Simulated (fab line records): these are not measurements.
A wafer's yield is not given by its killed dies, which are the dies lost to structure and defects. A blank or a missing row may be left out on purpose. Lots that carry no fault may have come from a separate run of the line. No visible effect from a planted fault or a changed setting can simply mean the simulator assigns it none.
Split-lot experiment || flow rit-cmos || 5 lots, 23 wafers read, on a route of 202 steps

== SPLIT DETAILS ==
At RIT_ACTIVE_CVD_03 (deposits Si3N4 from SiH2Cl2/NH3, target thk 150 nm, time 1500 s), the setting sih2cl2-flow-sccm was moved away from the recipe's 60 sccm on 20 of the 23 wafers read, by -14.3% to +11.9%. For the rest of the wafers, this setting stayed at what the recipe calls for.

The file shows no step between the split and the reading.

== THE READING ==
ACTIVE_NITRIDE_THK (nm), taken at RIT_ACTIVE_THK_MEAS_04. On this fab line, fault-free wafers typically give 150.3 nm with a standard deviation of 1.7 nm.

{"wafer": "L074.2", "tool, chamber at the split": "-, -", "sih2cl2-flow-sccm as run, sccm": 51.44, "against the recipe": "-14.3%", "ACTIVE_NITRIDE_THK, nm": 145.2, "against lot-mates on the recipe": "no lot-mate on the recipe"}
{"wafer": "L074.3", "tool, chamber at the split": "-, -", "sih2cl2-flow-sccm as run, sccm": 51.44, "against the recipe": "-14.3%", "ACTIVE_NITRIDE_THK, nm": 144.1, "against lot-mates on the recipe": "no lot-mate on the recipe"}
{"wafer": "L074.4", "tool, chamber at the split": "-, -", "sih2cl2-flow-sccm as run, sccm": 51.44, "against the recipe": "-14.3%", "ACTIVE_NITRIDE_THK, nm": 144.3, "against lot-mates on the recipe": "no lot-mate on the recipe"}
{"wafer": "L074.5", "tool, chamber at the split": "-, -", "sih2cl2-flow-sccm as run, sccm": 51.44, "against the recipe": "-14.3%", "ACTIVE_NITRIDE_THK, nm": 145.8, "against lot-mates on the recipe": "no lot-mate on the recipe"}
{"wafer": "L074.6", "tool, chamber at the split": "-, -", "sih2cl2-flow-sccm as run, sccm": 51.44, "against the recipe": "-14.3%", "ACTIVE_NITRIDE_THK, nm": 144.3, "against lot-mates on the recipe": "no lot-mate on the recipe"}
{"wafer": "L078.1", "tool, chamber at the split": "-, -", "sih2cl2-flow-sccm as run, sccm": 65.15, "against the recipe": "+8.6%", "ACTIVE_NITRIDE_THK, nm": 153.2, "against lot-mates on the recipe": "no lot-mate on the recipe"}
{"wafer": "L078.2", "tool, chamber at the split": "-, -", "sih2cl2-flow-sccm as run, sccm": 65.15, "against the recipe": "+8.6%", "ACTIVE_NITRIDE_THK, nm": 153.5, "against lot-mates on the recipe": "no lot-mate on the recipe"}
{"wafer": "L078.3", "tool, chamber at the split": "-, -", "sih2cl2-flow-sccm as run, sccm": 65.15, "against the recipe": "+8.6%", "ACTIVE_NITRIDE_THK, nm": 152.1, "against lot-mates on the recipe": "no lot-mate on the recipe"}
{"wafer": "L078.4", "tool, chamber at the split": "-, -", "sih2cl2-flow-sccm as run, sccm": 65.15, "against the recipe": "+8.6%", "ACTIVE_NITRIDE_THK, nm": 152.9, "against lot-mates on the recipe": "no lot-mate on the recipe"}
{"wafer": "L078.6", "tool, chamber at the split": "-, -", "sih2cl2-flow-sccm as run, sccm": 65.15, "against the recipe": "+8.6%", "ACTIVE_NITRIDE_THK, nm": 153.2, "against lot-mates on the recipe": "no lot-mate on the recipe"}
{"wafer": "L082.1", "tool, chamber at the split": "lpcvd-01, 0", "sih2cl2-flow-sccm as run, sccm": 60, "against the recipe": "recipe", "ACTIVE_NITRIDE_THK, nm": 148.8, "against lot-mates on the recipe": "-"}
{"wafer": "L082.4", "tool, chamber at the split": "lpcvd-01, 0", "sih2cl2-flow-sccm as run, sccm": 60, "against the recipe": "recipe", "ACTIVE_NITRIDE_THK, nm": 149.2, "against lot-mates on the recipe": "-"}
{"wafer": "L082.5", "tool, chamber at the split": "lpcvd-01, 0", "sih2cl2-flow-sccm as run, sccm": 60, "against the recipe": "recipe", "ACTIVE_NITRIDE_THK, nm": 149.3, "against lot-mates on the recipe": "-"}
{"wafer": "L083.1", "tool, chamber at the split": "-, -", "sih2cl2-flow-sccm as run, sccm": 67.15, "against the recipe": "+11.9%", "ACTIVE_NITRIDE_THK, nm": 156.1, "against lot-mates on the recipe": "no lot-mate on the recipe"}
{"wafer": "L083.2", "tool, chamber at the split": "-, -", "sih2cl2-flow-sccm as run, sccm": 67.15, "against the recipe": "+11.9%", "ACTIVE_NITRIDE_THK, nm": 155.7, "against lot-mates on the recipe": "no lot-mate on the recipe"}
{"wafer": "L083.3", "tool, chamber at the split": "-, -", "sih2cl2-flow-sccm as run, sccm": 67.15, "against the recipe": "+11.9%", "ACTIVE_NITRIDE_THK, nm": 156.8, "against lot-mates on the recipe": "no lot-mate on the recipe"}
{"wafer": "L083.4", "tool, chamber at the split": "-, -", "sih2cl2-flow-sccm as run, sccm": 67.15, "against the recipe": "+11.9%", "ACTIVE_NITRIDE_THK, nm": 155.8, "against lot-mates on the recipe": "no lot-mate on the recipe"}
{"wafer": "L083.5", "tool, chamber at the split": "-, -", "sih2cl2-flow-sccm as run, sccm": 67.15, "against the recipe": "+11.9%", "ACTIVE_NITRIDE_THK, nm": 156.9, "against lot-mates on the recipe": "no lot-mate on the recipe"}
{"wafer": "L085.1", "tool, chamber at the split": "-, -", "sih2cl2-flow-sccm as run, sccm": 57.36, "against the recipe": "-4.4%", "ACTIVE_NITRIDE_THK, nm": 146.2, "against lot-mates on the recipe": "no lot-mate on the recipe"}
{"wafer": "L085.2", "tool, chamber at the split": "-, -", "sih2cl2-flow-sccm as run, sccm": 57.36, "against the recipe": "-4.4%", "ACTIVE_NITRIDE_THK, nm": 146.1, "against lot-mates on the recipe": "no lot-mate on the recipe"}
{"wafer": "L085.3", "tool, chamber at the split": "-, -", "sih2cl2-flow-sccm as run, sccm": 57.36, "against the recipe": "-4.4%", "ACTIVE_NITRIDE_THK, nm": 146.1, "against lot-mates on the recipe": "no lot-mate on the recipe"}
{"wafer": "L085.4", "tool, chamber at the split": "-, -", "sih2cl2-flow-sccm as run, sccm": 57.36, "against the recipe": "-4.4%", "ACTIVE_NITRIDE_THK, nm": 146.1, "against lot-mates on the recipe": "no lot-mate on the recipe"}
{"wafer": "L085.6", "tool, chamber at the split": "-, -", "sih2cl2-flow-sccm as run, sccm": 57.36, "against the recipe": "-4.4%", "ACTIVE_NITRIDE_THK, nm": 144.9, "against lot-mates on the recipe": "no lot-mate on the recipe"}

FIT RESULTS
A straight line over all 23 wafers: ACTIVE_NITRIDE_THK changes by +0.442 nm for each +1% of sih2cl2-flow-sccm; r = +0.95; the points scatter about the line by 1.4 nm.
Too few moved wafers with a lot-mate on the recipe to fit a line net of each lot's own level.

== THE WHOLE CHAIN: every reading that the file lists as answering this split, in the file's order ==
{"step": "RIT_ACTIVE_CVD_03", "what it does": "deposits Si3N4 from SiH2Cl2/NH3, target thk 150 nm, time 1500 s", "reading": "Si3N4_of_ACTIVE_CVD_03.thk-nm (the simulator's own value, which no gauge read)", "change (the file's fit)": "+0.441 nm for each +1% of the setting", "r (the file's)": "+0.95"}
{"step": "RIT_ACTIVE_THK_MEAS_04", "what it does": "", "reading": "ACTIVE_NITRIDE_THK", "change (the file's fit)": "+0.442 for each +1% of the setting", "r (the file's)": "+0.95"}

== FILE'S OWN FIT ==
ACTIVE_NITRIDE_THK changes by +0.442 nm for each +1% of sih2cl2-flow-sccm, r = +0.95.
